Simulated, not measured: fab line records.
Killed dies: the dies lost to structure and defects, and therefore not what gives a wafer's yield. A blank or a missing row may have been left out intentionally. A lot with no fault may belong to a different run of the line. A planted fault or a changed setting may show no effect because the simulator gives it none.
Which tool is to blame? ; flow berkeleyCmos170 ; 7 lots, 21 wafers sampled, at 2 steps of a route of 331

== WHAT EACH GAUGE READ, for each wafer ==
UCB170_PFIELD_TW_MEAS_09.
lot;measured;on;PFIELD_TW
L222;day 5 06:49;filmMetro-01;608 608 607
L225;day 6 05:34;filmMetro-04;602 602 607
L229;day 6 12:49;filmMetro-02;611 608 611
L231;day 7 00:37;filmMetro-02;606 606 610
L232;day 7 15:28;filmMetro-01;612 611 609
L235;day 8 09:44;filmMetro-04;602 602 601
L244;day 9 23:41;filmMetro-01;661 664 658 660 662 662

== TOOL THAT RAN EACH LOT (tool first, then ch and the chambers of the sampled wafers, then the start) ==
lot;UCB170_PFIELD_IMPLANT_07
L222;implanter-03 ch 0, day 5 06:34
L225;implanter-04 ch 0, day 6 05:21
L229;implanter-04 ch 0, day 6 12:34
L231;implanter-03 ch 0, day 7 00:22
L232;implanter-03 ch 0, day 7 15:15
L235;implanter-01 ch 0, day 8 09:31
L244;implanter-01 ch 0, day 9 23:26
- UCB170_PFIELD_IMPLANT_07

== THE ANSWER, worked out from the rows above alone ==
Rule: what is usual is taken from the lots themselves. Put in order of their means at a reading, lots are off if they are a third of the lots or fewer, leave a main group of 4 or more, and stand apart from it by a gap of 3 or more times the standard deviation of the main group's means; of several such gaps the widest counts. The tables above print the reading to a certain number of digits; a main group whose means all agree to those digits is not used. A lot without any number at a reading at which 4 lots or more have one is off too. All remaining lots with rows at the step are treated as sound.
Off: at UCB170_PFIELD_TW_MEAS_09 (PFIELD_TW), L244. The main group: mean 607, standard deviation 3.2.
If a tool, at a process step before that reading, ran all the lots that are off and no sound lot after the first of them, it fits. Gauges at UCB170_PFIELD_TW_MEAS_09: tried the same way as those tools. 2 tools fit, implanter-01 at UCB170_PFIELD_IMPLANT_07 and filmMetro-01 at UCB170_PFIELD_TW_MEAS_09, so this cannot tell which one it is.

== WHAT HAD BEEN PUT IN BY THE SIMULATOR ==
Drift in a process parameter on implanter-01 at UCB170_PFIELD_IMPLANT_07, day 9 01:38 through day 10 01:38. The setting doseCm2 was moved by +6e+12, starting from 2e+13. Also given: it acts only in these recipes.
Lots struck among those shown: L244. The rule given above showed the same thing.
